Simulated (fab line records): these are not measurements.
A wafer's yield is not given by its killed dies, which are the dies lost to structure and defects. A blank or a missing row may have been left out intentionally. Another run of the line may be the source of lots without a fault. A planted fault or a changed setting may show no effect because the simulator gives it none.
What tool caused it? + flow rit cmos + 21 wafers from 7 lots sampled at 2 of the route's 202 steps

## WHAT THE GAUGES SHOWED, per wafer
RIT_GATE_THK_MEAS_09.
| lot  | measured    | on            | GATE_POLY_THK (nm) |
|------|-------------|---------------|--------------------|
| L406 | day 2 16:52 | film metro-03 | 248.8 248.7 245.9  |
| L408 | day 3 02:53 | film metro-04 | 179.6 177.2 180.5  |
| L410 | day 3 13:29 | film metro-03 | 248.0 244.8 244.4  |
| L412 | day 3 23:22 | film metro-04 | 249.2 248.7 246.7  |
| L423 | day 6 05:09 | film metro-02 | 247.7 246.5 245.8  |
| L425 | day 6 20:21 | film metro-02 | 248.3 247.7 247.6  |
| L427 | day 7 02:28 | film metro-03 | 244.6 245.9 245.7  |

## TOOL THAT RAN EACH LOT (tool first, then ch and the chambers of the sampled wafers, then the start)
| lot  | RIT_GATE_CVD_08            |
|------|----------------------------|
| L406 | lpcvd-01 ch 1, day 2 15:14 |
| L408 | lpcvd-01 ch 1, day 3 01:17 |
| L410 | lpcvd-02 ch 1, day 3 11:53 |
| L412 | lpcvd-02 ch 1, day 3 21:44 |
| L423 | lpcvd-01 ch 0, day 6 03:32 |
| L425 | lpcvd-02 ch 1, day 6 17:54 |
| L427 | lpcvd-01 ch 0, day 7 00:51 |
- RIT_GATE_CVD_08: deposits poly-Si from SiH4, target thk 250 nm, time 2220 s.

## THE ANSWER, worked out from the rows above alone
Rule: the usual values come from the lots themselves. The widest of any qualifying gaps counts: lots, ordered by their means at a reading, are off when they make up no more than a third of the lots, leave a main group of 4 or more, and stand apart from it by 3 or more times the standard deviation of that group's means. If all means in a main group match to the digits the tables above print for the reading, that group is not used. A lot without any number at a reading at which 4 lots or more have one is off too. Any other lot the step has rows for is counted as sound.
Off: L408, seen at RIT_GATE_THK_MEAS_09 (GATE_POLY_THK). For the main group the mean is 246.9 nm and the standard deviation 1.1.
A tool fits if, at a process step before that reading, it ran every lot that is off, and no sound lot after the first of them. Those tools and the gauges at RIT_GATE_THK_MEAS_09 are tried in the same way. Of those tried, none fits.

## WHAT HAD BEEN PUT IN BY THE SIMULATOR
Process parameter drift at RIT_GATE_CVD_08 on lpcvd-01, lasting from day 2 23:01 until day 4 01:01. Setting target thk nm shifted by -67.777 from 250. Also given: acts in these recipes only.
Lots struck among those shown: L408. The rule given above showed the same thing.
